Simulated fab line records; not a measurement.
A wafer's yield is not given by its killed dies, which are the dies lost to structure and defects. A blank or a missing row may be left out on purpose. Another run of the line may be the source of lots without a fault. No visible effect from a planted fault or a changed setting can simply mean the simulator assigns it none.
Chamber matching	flow berkeleyCmos170	4 sister chambers for UCB170_V2_CMP_02 on cmp-01
The step polishes SiO2. 20 wafers are shown with their chamber, then 10 later ones without.

WAFERS, EACH WITH ITS CHAMBER
wafer	chamber	motorCurrentA (A)
L584.1	3	16.4
L584.2	2	16.6
L584.5	1	14.9
L585.1	3	16.3
L585.4	2	17.2
L585.6	1	14.0
L587.1	1	14.6
L587.3	2	16.0
L587.5	2	16.3
L589.1	1	16.0
L589.4	2	16.8
L589.5	3	15.8
L591.1	2	16.3
L591.3	3	16.2
L591.4	1	15.4
L590.1	2	16.7
L590.5	2	17.1
L590.6	1	15.9
L595.4	3	16.0
L595.5	0	13.7

SIGNATURES (means of the wafers above)
reading	chamber 0	chamber 1	chamber 2	chamber 3	scatter within a chamber
motorCurrentA	13.700	15.133	16.625	16.140	0.528
Rule: distance of a wafer from a chamber = root of the sum over the readings of ((wafer's reading minus chamber's mean) / reading's scatter) squared. The wafer belongs to the nearest chamber; if the next one is less than 2 further off, it can't be placed. The scatter: the root of (the sum of the squares of (reading less its chamber's mean) over the shown wafers, divided by (wafers less chambers)).

WAFERS MISSING THEIR CHAMBER
wafer	motorCurrentA (A)
L595.6	16.8
L597.1	16.6
L597.5	15.0
L597.6	15.4
L600.3	17.3
L600.4	14.8
L600.6	16.6
L605.1	16.7
L605.3	16.2
L605.4	14.8

THE CHAMBER EACH PASSED THROUGH
wafer	from the rows above	in truth
L595.6	can't be placed: 2 or 3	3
L597.1	can't be placed: 2 or 3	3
L597.5	can't be placed: 1 or 3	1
L597.6	can't be placed: 1 or 3 or 2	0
L600.3	can't be placed: 2 or 3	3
L600.4	can't be placed: 1 or 0 or 3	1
L600.6	can't be placed: 2 or 3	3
L605.1	can't be placed: 2 or 3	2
L605.3	can't be placed: 3 or 2 or 1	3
L605.4	can't be placed: 1 or 0 or 3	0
Correctly placed: 0 of 10. Can't be placed from these rows: 10 (the true chamber is among the candidates in 9). Wrongly placed: 0.
